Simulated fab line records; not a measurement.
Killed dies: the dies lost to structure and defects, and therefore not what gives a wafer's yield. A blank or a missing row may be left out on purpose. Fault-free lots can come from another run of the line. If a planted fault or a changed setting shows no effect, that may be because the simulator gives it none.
A single fault, viewed from 2 desks || flow berkeley cmos170 || every desk sees just its own numbers, and what lay behind them comes last

== TOOL OWNER'S DESK, implanter-04 ==
The tool's own readings at UCB170_NWELL_IMPLANT_14, given as means over the sampled wafers that have a number, one for each lot that went through this tool. Any lot whose mean is over 4 standard deviations away from the usual mean is out of limits and marked OUT; that distance is given in the brackets.
Columns: A = faraday current uA at UCB170_NWELL_IMPLANT_14, usual 31.8
{"lot": "L468", "first seen here": "day 3 21:37", "A": 31.7}
{"lot": "L475", "first seen here": "day 5 06:40", "A": 31.9}
{"lot": "L476", "first seen here": "day 5 06:58", "A": 31.5}
{"lot": "L477", "first seen here": "day 5 11:58", "A": 31.8}
Finding of this desk: none of the 4 lots has anything out of limits.

== FROM THE METROLOGY DESK ==
What the gauges read, lot by lot, whatever tool the lot ran on: means of the sampled wafers that have a number. Any lot whose mean is over 4 standard deviations away from the usual mean is out of limits and marked OUT; that distance is given in the brackets. It has 9 readings; the 7 that lie furthest out on some lot are the ones shown.
Columns: A = NWELL_OXIDE_THK at UCB170_NWELL_THK_MEAS_02, usual 26.6 nm; B = NWELL_NITRIDE_THK at UCB170_NWELL_THK_MEAS_05, usual 213.9 nm; C = NWELL_TW at UCB170_NWELL_TW_MEAS_16, usual 1241; D = PWELL_OXIDE_THK at UCB170_PWELL_THK_MEAS_03, usual 25.6 nm; E = PWELL_NITRIDE_THK at UCB170_PWELL_THK_MEAS_06, usual 220.6 nm; F = PWELL_TW at UCB170_PWELL_TW_MEAS_17, usual 379; G = WELLDRIVE_OXIDE_THK at UCB170_WELLDRIVE_THK_MEAS_02, usual 200 nm
{"lot": "L468", "first seen here": "day 3 11:22", "A": 26.4, "B": 214.3, "C": 1242, "D": 25.5, "E": 219.5, "F": 381, "G": 201}
{"lot": "L472", "first seen here": "day 4 00:40", "A": 25.9, "B": 213.7, "C": 1249, "D": 26.0, "E": 219.5, "F": 374, "G": 202}
{"lot": "L475", "first seen here": "day 4 18:19", "A": 27.1, "B": 212.9, "C": 1221, "D": 25.1, "E": 218.2, "F": 373, "G": 192}
{"lot": "L476", "first seen here": "day 4 22:40", "A": 27.6, "B": 214.5, "C": 1224, "D": 26.0, "E": 219.6, "F": 382, "G": 196}
{"lot": "L477", "first seen here": "day 5 03:35", "A": 27.0, "B": 214.7, "C": 1217, "D": 26.0, "E": 220.8, "F": 374, "G": 198}
{"lot": "L480", "first seen here": "day 5 14:41", "A": 27.8, "B": 210.1, "C": 1233, "D": 25.0, "E": 219.0, "F": 375, "G": 197}
{"lot": "L486", "first seen here": "day 6 21:32", "A": 26.3, "B": 214.7, "C": 1256, "D": 24.4, "E": 223.6, "F": 382, "G": 206}
Finding of this desk: none of the 7 lots has anything out of limits.

== ALL TOGETHER ==
Nothing out of limits was seen by the tool owner's desk.
Nothing out of limits was seen by the metrology desk.

== WHAT THE SIMULATOR PUT IN ==
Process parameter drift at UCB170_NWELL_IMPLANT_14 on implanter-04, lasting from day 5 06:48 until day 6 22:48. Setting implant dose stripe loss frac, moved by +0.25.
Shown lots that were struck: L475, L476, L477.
